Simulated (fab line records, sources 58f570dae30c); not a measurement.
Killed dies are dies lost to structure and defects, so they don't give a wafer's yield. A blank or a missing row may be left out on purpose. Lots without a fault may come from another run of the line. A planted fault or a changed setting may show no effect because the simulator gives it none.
Problem report in the 8D (eight disciplines) form, filled by code | flow berkeley_cmos170 | the parts of the form that need people (team, actions taken, sign-off) are left out

1. THE PROBLEM
strip_time_to_endpoint_s at UCB170_V1_STRIP_15 reads a mean of 13.63 s on 1 wafer of 1 lot; wafers without a fault read 15.35 s with a standard deviation of 0.2. That is -8.6 standard deviations from the usual mean.
The step: strips in O2.
First seen on wafer L598.5, day 12 00:10, on plasma_asher-02. The record holds 39 wafers of 13 lots with a number at this step. Rule for "out", or "out of limits": more than 4 standard deviations from the usual mean. The other wafers with a number count as sound.

2. WHAT IT IS AND WHAT IT IS NOT
question                    | is                       | is not
which readings at this step | strip_time_to_endpoint_s | drypump_motor_current_A, oes_product_au
which lots                  | L598                     | L591, L592, L593, L594, L595, L597, L599, L609, L610, L611, L612, L613
which wafers of those lots  | L598.5                   | L598.1, L598.6
read on which tools         | plasma_asher-02          | plasma_asher-01, plasma_asher-03
when                        | from day 12 00:10        | up to then (23 sound wafers); but 15 sound wafers of L609, L610, L611, L612, L613 came after

3. SUSPECTS, AND WHAT RULES EACH OUT
Counting: a tool at a process step up to the reading stays a suspect if it ran every lot that is out. Sound lots after the first of them don't rule it out here, since some wafers of a struck lot are sound.
- rie_diel-02 at UCB170_M1_ETCH_11 (etches BARC in N2/H2): kept. It ran the lot that is out, L598 (day 11 18:09); its last sound lot up to then is L597 (day 10 19:44).
- rie_diel-01 at UCB170_V1_ETCH_14 (etches SiO2 in CHF3/CF4/Ar, stops on Al, target depth 1250 nm, time 291 s): kept. It ran the lot that is out, L598 (day 11 23:59); its last sound lot up to then is L597 (day 11 02:10).
- plasma_asher-02 at UCB170_V1_STRIP_15 (strips in O2): kept. It ran the lot that is out, L598 (day 12 00:10); its last sound lot up to then is L599 (day 11 23:53). Its own readings are out on those wafers: strip_time_to_endpoint_s.
- Within rie_diel-02 at UCB170_M1_ETCH_11: the wafers that are out ran in chamber 2; their sound lot-mates ran in chambers 0, 3.
- Within rie_diel-01 at UCB170_V1_ETCH_14: the wafers that are out ran in chamber 0; their sound lot-mates ran in chambers 1, 3.
- Within plasma_asher-02 at UCB170_V1_STRIP_15: the wafers that are out ran in chamber 0; their sound lot-mates ran in chamber 1.
Left after counting: rie_diel-02 at UCB170_M1_ETCH_11, rie_diel-01 at UCB170_V1_ETCH_14, plasma_asher-02 at UCB170_V1_STRIP_15.

4. THE CAUSE (what the simulator had put in)
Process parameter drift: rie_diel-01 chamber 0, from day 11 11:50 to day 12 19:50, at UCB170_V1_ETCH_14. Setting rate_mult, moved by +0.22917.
Counting left 3 suspects, and this tool is among them.

5. THE CHAIN OF EFFECTS, in route order
Each row: a reading whose mean over the struck wafers that have a number lies more than 3 standard deviations from the usual. Only readings for which the record gives a usual standard deviation are gone through. hours: the time from each lot's start at the first step in this table that gives one to its start at this step, as a median over the lots. sigmas: the change in usual standard deviations.
hours | step               | reading                  | usual   | on struck wafers | change | sigmas
0     | UCB170_V1_STRIP_15 | strip_time_to_endpoint_s | 15.35 s | 13.63            | -1.72  | -8.6
The process steps in it:
- UCB170_V1_STRIP_15: strips in O2.
Later measuring or inspecting steps at which every struck wafer that the step has a row for has a number for every such reading, and none has moved that far: UCB170_M2_CD_MEAS_15.

6. WHAT WOULD HAVE CAUGHT IT SOONER
In this record the first reading out of limits was taken at day 12 00:10, 12 hours after the fault began at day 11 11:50.
Of the tool readings at UCB170_V1_ETCH_14 for which the record gives a usual standard deviation, none was out on any struck wafer, so an alarm limit of 4 standard deviations on them would not have fired.
All the lots that are out (1) had begun UCB170_V1_ETCH_14 on rie_diel-01 by day 12 00:10. A hold on the tool at that time would have spared none of them.
